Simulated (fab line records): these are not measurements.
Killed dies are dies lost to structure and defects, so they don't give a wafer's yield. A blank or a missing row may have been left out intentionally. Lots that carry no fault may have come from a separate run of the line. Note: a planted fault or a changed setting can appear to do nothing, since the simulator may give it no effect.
Struck lot and sound lot, side by side	flow rit_cmos	44 steps out of a route of 202
Sound: the wafers L172.1, L172.4, L172.5. Struck: wafers L159.2, L159.5, L159.6. The cause comes at the end.
For every step that has rows: the tool of each side, followed by ch and its chambers, followed by its first start. Under that, the readings that differ: sound wafers	struck wafers	difference of the means	sigmas: that difference in standard deviations of wafers without a fault.
alike: same words and numbers on both sides, and readings whose means sit less than 2 such deviations apart. not compared: any withheld reading, any reading some wafer has no value for, any bound like >300 that may hide the same value, and any number with overlapping values for which the record gives no deviation.
Wherever a step has rows on one side only, a row that says differs or no value, or a row with sigmas, the two part there. Non-overlapping numbers with no deviation appear without sigmas and do not part them. A reading that every wafer of one side lacks parts them only if that side has two wafers or more.

first, 1 step without rows for these wafers: RIT_PRETRO_IMPLANT_08.
RIT_PRETRO_STRIP_09: strips in O2, time 180 s.
  sound on plasma_asher-01 ch 0,1, day 7 10:26; struck on plasma_asher-04 ch 0,1, day 4 09:40
  alike: drypump_motor_current_A
  not compared: rf_hours_counter_h
RIT_PRETRO_TW_MEAS_10:
  sound on film_metro-01 at day 7 10:37; struck on film_metro-01 at day 4 09:51
  alike: PRETRO_TW
then, 5 steps without rows for these wafers: RIT_GATE_WET_ETCH_00 (etches SiO2 in BOE, target depth 56 nm, time 60 s); RIT_GATE_CLEAN_01 (cleans in SC1, time 600 s); RIT_GATE_CLEAN_02 (cleans in dHF, time 30 s); RIT_GATE_CLEAN_03 (cleans in SC2, time 600 s); RIT_GATE_CLEAN_04 (cleans in dHF, time 60 s).
RIT_FOX2_THK_MEAS_91:
  sound on film_metro-04 at day 7 11:08; struck on film_metro-04 at day 4 10:20
  alike: FIELD_OXIDE_LEFT_2_THK
then, 2 steps without rows for these wafers: RIT_GATE_OXIDATION_05 (target thk 3 nm, ox time 270 s); RIT_GATE_ANNEAL_06 (time 600 s).
RIT_GATE_THK_MEAS_07:
  sound on film_metro-04 at day 7 17:25; struck on film_metro-04 at day 4 13:52
  alike: GATE_OXIDE_THK
RIT_GATE_CVD_08: deposits poly-Si from SiH4, target thk 250 nm, time 2220 s.
  sound on lpcvd-02 ch 0, day 7 17:29; struck on lpcvd-02 ch 0, day 4 14:20
reading	sound	struck	difference	sigmas
model.poly-Si_of_GATE_CVD_08.thk_nm (nm)	251 247.9 250.2	277.9 276.3 277.7	+27.6	
  alike: spike_tc_load_C, zone_power_source_pct
RIT_GATE_THK_MEAS_09:
  sound on film_metro-03 at day 7 19:06; struck on film_metro-01 at day 4 15:58
reading	sound	struck	difference	sigmas
GATE_POLY_THK (nm)	251.1 247.9 250.2	278.4 276.4 277.7	+27.8	+11
then, 6 steps without rows for these wafers: RIT_GATE_HMDS_10 (prime time 60 s); RIT_GATE_COAT_11 (resist thk 850 nm); RIT_GATE_SOFTBAKE_12 (time 60 s); RIT_GATE_EXPOSE_13 (exposes mask M6, target cd 150 nm); RIT_GATE_PEB_14; RIT_GATE_DEVELOP_15 (develop time 50 s).
RIT_GATE_CD_MEAS_16: target cd 150 nm.
  sound on cd_sem-02 at day 7 20:08; struck on cd_sem-01 at day 4 17:01
reading	sound	struck	difference	sigmas
cd_nm (nm)	154.8 152.7 153.8	147.8 148.4 149.5	-5.2	-2
RIT_GATE_OVL_MEAS_17:
  sound on overlay-01 at day 7 20:15; struck on overlay-01 at day 4 17:07
  alike: GATE_OVL
then, 1 step without rows for these wafers: RIT_GATE_HARDBAKE_18 (time 60 s).
RIT_GATE_ETCH_19: etches poly-Si in SF6/CHF3/O2, stops on SiO2, time 165 s, target depth 312.5 nm.
  sound on rie_si-01 ch 1,3, day 7 20:26; struck on rie_si-02 ch 0,1, day 4 17:25
reading	sound	struck	difference	sigmas
oes_product_au (a.u.)	0.846 0.859 0.857	0.911 0.905 0.917	+0.057	+4
model.GATE.feature_depth_nm (nm)	251 247.9 250.2	277.9 276.3 277.7	+27.6	
model.etch.depth_nm (nm)	251 247.9 250.2	277.9 276.3 277.7	+27.6	
  alike: drypump_motor_current_A, throttle_valve_pct
  not compared: rf_hours_counter_h
RIT_GATE_STRIP_20: strips in O2, time 180 s.
  sound on plasma_asher-04 ch 0,1, day 7 20:33; struck on plasma_asher-04 ch 0,1, day 4 17:32
  alike: drypump_motor_current_A
  not compared: rf_hours_counter_h
RIT_GATE_CD_MEAS_90: target cd 150 nm.
  sound on cd_sem-02 at day 7 20:43; struck on cd_sem-01 at day 4 17:44
reading	sound	struck	difference	sigmas
cd_nm (nm)	154.9 152.2 153.6	148.1 148.4 149.1	-5.0	-2
then, 4 steps without rows for these wafers: RIT_REOX_CLEAN_00 (cleans in SC1, time 600 s); RIT_REOX_CLEAN_01 (cleans in dHF, time 30 s); RIT_REOX_CLEAN_02 (cleans in SC2, time 600 s); RIT_REOX_OXIDATION_03 (target thk 25.2 nm, ox time 5580 s).
RIT_REOX_THK_MEAS_04:
  sound on film_metro-01 at day 8 03:42; struck on film_metro-01 at day 4 20:45
reading	sound	struck	difference	sigmas
REOX_OXIDE_THK (nm)	25.5 25.5 25.3	24.4 24.7 24.8	-0.8	-2
then, 6 steps without rows for these wafers: RIT_NLDD_HMDS_00 (prime time 60 s); RIT_NLDD_COAT_01 (resist thk 1000 nm); RIT_NLDD_SOFTBAKE_02 (time 60 s); RIT_NLDD_EXPOSE_03 (exposes mask M7, target cd 40700 nm); RIT_NLDD_PEB_04; RIT_NLDD_DEVELOP_05 (develop time 50 s).
RIT_NLDD_OVL_MEAS_06:
  sound on overlay-02 at day 8 04:45; struck on overlay-02 at day 4 21:47
  alike: NLDD_OVL
then, 2 steps without rows for these wafers: RIT_NLDD_HARDBAKE_07 (time 60 s); RIT_NLDD_IMPLANT_08.
RIT_NLDD_STRIP_09: strips in O2, time 180 s.
  sound on plasma_asher-03 ch 0,1, day 8 05:05; struck on plasma_asher-04 ch 0,1, day 4 22:07
  alike: drypump_motor_current_A
  not compared: rf_hours_counter_h
RIT_NLDD_TW_MEAS_10:
  sound on film_metro-04 at day 8 05:16; struck on film_metro-02 at day 4 22:18
  alike: NLDD_TW
RIT_SDANNEAL_CLEAN_02: cleans in SC2, time 600 s.
  sound on wet_bench-01 ch 1, day 8 13:15; struck on wet_bench-02 ch 1, day 5 05:41
reading	sound	struck	difference	sigmas
model.poly-Si_of_GATE_CVD_08.thk_nm (nm)	162.9 160.2 162.5	191.4 189.8 190.9	+28.8	
RIT_M1_PROBE_99:
  sound on prober-02 at day 8 21:10; struck on prober-01 at day 5 13:19
reading	sound	struck	difference	sigmas
model.etest.pmos_turned.r_on_ohm_um	3604 3527 3544	3397 3472 3462	-115	
model.etest.nmos_turned.drive_ua_um	313.1 321.7 318.8	280.3 276.5 272.8	-41.3	
model.etest.poly_comb_over_steps.leak_log10_a_um	-12.79 -12.74 -12.86	-9.521 -10.41 -10.54	+2.640	
model.etest.nmos_0p15.tox_inv_nm (nm)	4.38 4.417 4.422	4.66 4.636 4.619	+0.23	
model.etest.nmos_0p15.overlap_ff_um	0.244 0.2425 0.2441	0.2337 0.2331 0.2332	-0.0102	
  alike: killed_at_front_end, killed_dies, killed_open, killed_short
  not compared: model.etest.pmos_turned.drive_ua_um, model.etest.ppoly_line.rs_ohm_sq

## WHERE THEY PART
Last at RIT_REOX_THK_MEAS_04 as far as this record goes, first at RIT_GATE_THK_MEAS_09. Later steps at which nothing parts them and some readings are alike: RIT_NLDD_OVL_MEAS_06, RIT_NLDD_STRIP_09, RIT_NLDD_TW_MEAS_10, RIT_M1_PROBE_99.

WHY: whatever the simulator had introduced
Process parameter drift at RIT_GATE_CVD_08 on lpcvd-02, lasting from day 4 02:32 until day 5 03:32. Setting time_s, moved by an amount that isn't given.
